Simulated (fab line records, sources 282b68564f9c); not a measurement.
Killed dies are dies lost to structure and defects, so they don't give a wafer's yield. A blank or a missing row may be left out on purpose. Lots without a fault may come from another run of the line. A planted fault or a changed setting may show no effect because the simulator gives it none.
fab line records | flow rit_cmos
record lots=15 wafers=45 last_day=8
route steps=202 shown ACTIVE@7 FOX1@21 NSD@140 PSD@148 M1@202
lots that met no fault: from a run of the same line without faults
start_h: hours from the record's first day to the start of the lot's first wafer shown | wait_h: hours since the lot's step before | " the same as in the row above | L1.1+2: a row that stands for several wafers | - no value, or no start given | * or withheld: withheld | < > ~ a bound
route shown NAME@n: a module of which the file shows steps, and the number in the route of the first | usual: mean/standard deviation of fault-free wafers | same: alike in all rows | chamber/n: place in a boat | sites: the reading at each site | _std_site: their standard deviation | _edge_site: outer sites' mean less inner sites' | radius_mm: how far each site lies from the wafer's centre | mask NAME#n: copy n | behind: the tool/chamber that last shaped the wafer | hold: why the lot was held/for how many hours/how that ended | device: the transistor (n, p or np) that didn't switch | end of line: the same wafers' tests at the end of the route | a step without rows: its recipe alone | killed: dies lost to structure and defects at the first sort, not the wafer's yield | map: a wafer's dies, x killed, . not, _ none there
set.NAME: the setting as run; set.NAME@STEP: as run at that earlier step | model.NAME: the simulator's own value behind a step, which no gauge read
steps of the route over a sample of lots; a table a step, a row a wafer
services: from which hour (start_h, from the record's first day; less than 0 if before it) a tool's chamber was out of use, for how many hours, and why
## steps
# step RIT_ACTIVE_COAT_06
# recipe resist=NOVOLAK spin_rpm=3250 resist_thk_nm=1000
# usual exhaust_pa=44.9/0.94 spin_speed_rpm=3250.8/1.9
# columns lot.wafer tool chamber start_h wait_h exhaust_pa spin_speed_rpm
L469.1 litho_track-01 0 20.28 0.1 44.8 3250.3
L469.4 " 0 " " 46.0 3248.6
L469.6 " 0 " " 45.4 3250.6
L470.2 litho_track-03 0 23.77 0.1 44.6 3249.5
L470.5 " 0 " " 45.2 3251.6
L470.6 " 0 " " 45.8 3250.2
L471.2 litho_track-01 0 29.74 0.1 44.4 3252.0
L471.3 " 0 " " 44.1 3251.3
L471.6 " 0 " " 43.1 3250.5
L474.1 litho_track-02 0 44.82 0.1 45.5 3251.4
L474.4 " 0 " " 45.7 3250.1
L474.6 " 0 " " 45.9 3251.1
L475.1 litho_track-01 0 48.80 0.1 45.6 3251.8
L475.4 " 0 " " 47.2 3248.1
L475.6 " 0 " " 45.4 3249.0
L476.1 litho_track-03 0 54.70 0.1 44.3 3252.9
L476.2 " 0 " " 45.5 3248.8
L476.3 " 0 " " 45.6 3252.4
L477.1 litho_track-01 0 58.94 0.1 47.3 3254.1
L477.2 " 0 " " 46.9 3252.2
L477.4 " 0 " " 46.3 3253.8
L478.1 litho_track-02 0 64.38 0.1 45.9 3252.7
L478.2 " 0 " " 44.8 3252.8
L478.4 " 0 " " 44.0 3253.8
L483.1 litho_track-02 0 89.95 0.1 46.5 3254.6
L483.2 " 0 " " 44.9 3254.4
L483.6 " 0 " " 45.2 3254.6
L484.2 litho_track-02 0 94.55 0.1 45.4 3373.8
L484.4 " 0 " " 44.7 3372.8
L484.5 " 0 " " 45.7 3372.3
L486.1 litho_track-02 0 103.74 0.1 42.6 3375.0
L486.3 " 0 " " 43.7 3375.5
L486.5 " 0 " " 43.0 3376.5
L487.1 litho_track-02 0 109.05 0.1 43.7 3377.1
L487.4 " 0 " " 45.1 3378.3
L487.6 " 0 " " 45.6 3376.8
L488.2 litho_track-03 0 114.88 0.1 45.1 3251.9
L488.3 " 0 " " 45.2 3253.3
L488.5 " 0 " " 45.9 3253.1
L489.2 litho_track-03 0 119.51 0.1 43.5 3248.7
L489.4 " 0 " " 44.8 3249.1
L489.6 " 0 " " 43.7 3249.3
L491.1 litho_track-03 0 130.21 0.1 45.6 3254.4
L491.3 " 0 " " 44.7 3253.1
L491.6 " 0 " " 46.2 3253.4
# step RIT_FOX1_THK_MEAS_01
# recipe reads=SiO2_of_FOX1_OXIDATION_00
# usual FOX1_OXIDE_THK=351/6.4
# columns lot.wafer tool chamber start_h wait_h FOX1_OXIDE_THK[nm]
L469.1 film_metro-02 - 26.10 0.0 342
L469.4 " - " " 341
L469.6 " - " " 346
L470.2 film_metro-04 - 27.46 0.0 357
L470.5 " - " " 355
L470.6 " - " " 355
L471.2 film_metro-04 - 34.67 0.0 356
L471.3 " - " " 349
L471.6 " - " " 358
L474.1 film_metro-04 - 48.82 0.0 359
L474.4 " - " " 349
L474.6 " - " " 363
L475.1 film_metro-02 - 53.53 0.0 348
L475.4 " - " " 346
L475.6 " - " " 347
L476.1 film_metro-04 - 58.37 0.0 352
L476.2 " - " " 351
L476.3 " - " " 339
L477.1 film_metro-02 - 63.50 0.0 351
L477.2 " - " " 351
L477.4 " - " " 354
L478.1 film_metro-02 - 68.85 0.0 345
L478.2 " - " " 341
L478.4 " - " " 345
L483.1 film_metro-04 - 94.40 0.0 352
L483.2 " - " " 350
L483.6 " - " " 354
L484.2 film_metro-04 - 98.41 0.0 345
L484.4 " - " " 340
L484.5 " - " " 348
L486.1 film_metro-04 - 107.67 0.0 356
L486.3 " - " " 358
L486.5 " - " " 353
L487.1 film_metro-02 - 113.59 0.0 351
L487.4 " - " " 340
L487.6 " - " " 341
L488.2 film_metro-04 - 117.95 0.0 350
L488.3 " - " " 356
L488.5 " - " " 361
L489.2 film_metro-04 - 123.26 0.0 347
L489.4 " - " " 346
L489.6 " - " " 340
L491.1 film_metro-04 - 133.37 0.0 354
L491.3 " - " " 354
L491.6 " - " " 355
# step RIT_NSD_STRIP_09
# recipe chemistry=O2 time_s=180 resist=NOVOLAK platen_temp_c=withheld power_w=500 pressure_mtorr=4000 o2_flow_sccm=4000
# usual drypump_motor_current_A=5.6/0.43 o2_flow_sccm=3999/12
# columns lot.wafer tool chamber start_h wait_h drypump_motor_current_A o2_flow_sccm rf_hours_counter_h
L470.2 plasma_asher-04 1 59.69 0.1 5.6 3994 42
L470.5 " 0 " " 6.3 3991 -
L470.6 " 1 " " 5.6 3981 -
L469.1 plasma_asher-03 0 59.94 0.1 4.8 4013 41
L469.4 " 0 " " 4.8 4009 -
L469.6 " 1 " " 5.3 3993 -
L471.2 plasma_asher-03 1 69.11 0.1 5.3 3995 42
L471.3 " 1 " " 5.4 3997 -
L471.6 " 1 " " 5.4 3990 -
L474.1 plasma_asher-04 1 82.89 0.1 5.7 3998 45
L474.4 " 1 " " 5.7 3992 -
L474.6 " 0 " " 6.3 3995 -
L475.1 plasma_asher-01 1 88.25 0.1 5.4 3991 30
L475.4 " 0 " " 5.7 3988 -
L475.6 " 1 " " 5.4 3998 -
L476.1 plasma_asher-03 0 93.91 0.1 4.9 3993 44
L476.2 " 1 " " 5.3 3993 44
L476.3 " 1 " " 5.3 3999 -
L477.1 plasma_asher-04 1 97.75 0.1 5.7 3995 47
L477.2 " 0 " " 6.3 4001 47
L477.4 " 1 " " 5.7 3992 -
L478.1 plasma_asher-03 1 101.75 0.1 5.3 3999 45
L478.2 " 0 " " 4.8 4006 45
L478.4 " 1 " " 5.3 3987 -
L483.1 plasma_asher-04 1 128.47 0.1 5.7 4000 50
L483.2 " 0 " " 6.3 3994 50
L483.6 " 0 " " 6.3 3985 -
L484.2 plasma_asher-01 1 130.30 0.1 5.4 4006 34
L484.4 " 0 " " 5.7 4003 -
L484.5 " 1 " " 5.4 4019 -
L486.1 plasma_asher-01 0 141.16 0.1 5.7 3991 36
L486.3 " 0 " " 5.8 3994 -
L486.5 " 0 " " 5.7 3992 -
L487.1 plasma_asher-01 1 145.43 0.1 5.4 3968 36
L487.4 " 0 " " 5.7 4004 -
L487.6 " 1 " " 5.4 3996 -
L488.2 plasma_asher-01 0 149.75 0.1 5.8 4005 37
L488.3 " 1 " " 5.4 4010 -
L488.5 " 1 " " 5.4 3996 -
L489.2 plasma_asher-03 0 157.40 0.1 4.9 3990 51
L489.4 " 0 " " 4.9 3985 -
L489.6 " 1 " " 5.4 4011 -
L491.1 plasma_asher-01 1 170.15 0.1 5.4 3997 39
L491.3 " 1 " " 5.4 3978 -
L491.6 " 1 " " 5.4 3984 -
# step RIT_PSD_OVL_MEAS_06
# usual PSD_OVL=-0.6/1.5
# columns lot.wafer tool chamber start_h wait_h PSD_OVL[nm]
L470.2 overlay-01 - 60.91 - -1.2
L470.5 " - " " 0.1
L470.6 " - " " -0.1
L469.1 overlay-01 - 61.02 - 0.0
L469.4 " - " " 0.6
L469.6 " - " " 0.3
L471.2 overlay-01 - 70.32 - -1.4
L471.3 " - " " 0.3
L471.6 " - " " 0.4
L474.1 overlay-02 - 83.97 - -1.3
L474.4 " - " " -1.9
L474.6 " - " " 2.5
L475.1 overlay-01 - 89.46 - 1.5
L475.4 " - " " 0.0
L475.6 " - " " 0.5
L476.1 overlay-02 - 95.12 - 0.0
L476.2 " - " " -0.8
L476.3 " - " " -1.2
L477.1 overlay-01 - 98.96 - -1.1
L477.2 " - " " -1.1
L477.4 " - " " -0.6
L478.1 overlay-01 - 102.83 - -2.3
L478.2 " - " " -2.2
L478.4 " - " " -0.1
L483.1 overlay-02 - 129.68 - 0.1
L483.2 " - " " 1.0
L483.6 " - " " -1.0
L484.2 overlay-02 - 131.51 - 2.4
L484.4 " - " " 2.3
L484.5 " - " " 2.6
L486.1 overlay-02 - 142.25 - 1.0
L486.3 " - " " 1.4
L486.5 " - " " -0.6
L487.1 overlay-01 - 146.64 - -1.8
L487.4 " - " " -1.9
L487.6 " - " " -3.1
L488.2 overlay-02 - 151.27 - 0.1
L488.3 " - " " 2.1
L488.5 " - " " 1.9
L489.2 overlay-02 - 158.49 - -1.4
L489.4 " - " " -1.4
L489.6 " - " " -2.4
L491.1 overlay-02 - 171.36 - -1.8
L491.3 " - " " -3.1
L491.6 " - " " -2.8
# step RIT_M1_PROBE_99
# usual killed_at_M0_to_M3=0.0/0.083 killed_at_contacts=0.1/0.31 killed_at_front_end=6.3/2.7 killed_dies=6.4/2.7 killed_open=3.3/2 killed_short=3/1.8
# same gross_dies=264 killed_at_M4_up=0 killed_at_back_side=0 killed_at_other=0
# columns lot.wafer tool chamber start_h wait_h killed_at_M0_to_M3 killed_at_contacts killed_at_front_end killed_dies killed_open killed_short
L477.1 prober-02 - 107.37 0.1 0 0 10 10 4 5
L477.2 prober-02 - 107.42 0.1 0 0 5 5 2 3
L477.4 prober-02 - 107.52 0.2 0 0 5 5 2 2
L478.1 prober-01 - 111.20 0.1 0 0 8 8 3 5
L478.2 prober-01 - 111.25 0.1 0 0 9 9 3 6
L478.4 prober-01 - 111.35 0.2 0 0 9 9 5 2
L486.1 prober-02 - 150.63 0.1 0 0 5 5 3 1
L486.3 prober-02 - 150.73 0.2 0 1 9 10 4 6
L486.5 prober-02 - 150.83 0.2 0 0 3 3 1 2
L487.1 prober-01 - 155.19 0.1 0 0 5 5 1 4
L487.4 prober-01 - 155.34 0.2 0 1 5 6 2 4
L487.6 prober-01 - 155.44 0.2 0 0 2 2 1 1
# killed by level:class
L477.1 GATE:geometric_particle:short=3 FOX2:geometric_particle:open=1 GATE:geometric_particle:open=1 REOX:geometric_particle:short=1 REOX:geometric_particle:open=1 SILICIDE:geometric_particle:open=1 SILICIDE:geometric_particle:short=1 ACTIVE:coat_microbubble_printed=1
L477.2 SPACER:geometric_particle:short=2 GATE:geometric_particle:short=1 GATE:geometric_particle:open=1 SILICIDE:geometric_particle:open=1
L477.4 GATE:geometric_particle:short=1 REOX:geometric_particle:open=1 SILICIDE:geometric_particle:short=1 SILICIDE:geometric_particle:open=1 ACTIVE:coat_microbubble_printed=1
L478.1 GATE:geometric_particle:open=2 GATE:geometric_particle:short=2 FOX1:geometric_particle:short=1 FOX1:geometric_particle:open=1 REOX:geometric_particle:short=1 SILICIDE:geometric_particle:short=1
L478.2 GATE:geometric_particle:short=3 GATE:geometric_particle:open=2 FOX1:geometric_particle:short=1 SPACER:geometric_particle:short=1 SILICIDE:geometric_particle:short=1 SILICIDE:geometric_particle:open=1
L478.4 FOX1:geometric_particle:open=2 SILICIDE:geometric_particle:open=2 NLDD:coat_microbubble_printed=2 FOX1:geometric_particle:short=1 GATE:geometric_particle:short=1 GATE:geometric_particle:open=1
L486.1 REOX:geometric_particle:open=1 SPACER:geometric_particle:open=1 SILICIDE:geometric_particle:short=1 SILICIDE:geometric_particle:open=1 GATE:coat_microbubble_printed=1
L486.3 SILICIDE:geometric_particle:short=3 GATE:geometric_particle:open=2 REOX:geometric_particle:open=2 FOX1:geometric_particle:short=1 GATE:geometric_particle:short=1 CONTACT:geometric_particle:short=1
L486.5 FOX1:geometric_particle:short=1 GATE:geometric_particle:open=1 REOX:geometric_particle:short=1
L487.1 SPACER:geometric_particle:short=2 FOX2:geometric_particle:short=1 GATE:geometric_particle:short=1 SPACER:geometric_particle:open=1
L487.4 SPACER:geometric_particle:open=2 FOX1:geometric_particle:short=1 FOX2:geometric_particle:short=1 SPACER:geometric_particle:short=1 CONTACT:geometric_particle:short=1
L487.6 SPACER:geometric_particle:short=1 SILICIDE:geometric_particle:open=1
## services
# columns tool chamber start_h hours kind
plasma_asher-01 - 12.92 11.9 repair
plasma_asher-04 - 68.49 0.4 repair
plasma_asher-04 - 144.55 14.6 pm
plasma_asher-03 - 153.05 2.8 pm
## key
first_sign step=RIT_ACTIVE_COAT_06 reading=spin_speed_rpm direction=up sigmas=66 usual=3250.8 struck=3375.4
effect none on later readings
met_at RIT_ACTIVE_COAT_06
struck_lots L484,L486,L487
tester_left_out L484,L486,L487
not_acting_at RIT_FOX1_THK_MEAS_01,RIT_NSD_STRIP_09,RIT_PSD_OVL_MEAS_06
onset_between 89.95 94.55
fault kind=process_parameter_drift tool=litho_track-02 chamber=- onset_h=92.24 steps=RIT_ACTIVE_COAT_06 channel=spin_rpm offset=124.96 shape=step end_h=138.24 acts_in=these_recipes_only stated=3250
# tester_left_out: of these lots the tester's yield and bins aren't shown, on N5 and GAA mostly nor the transistor test; their killed dies are dies lost to structure and defects alone, not to doping, threshold or leakage, so they don't give the yield
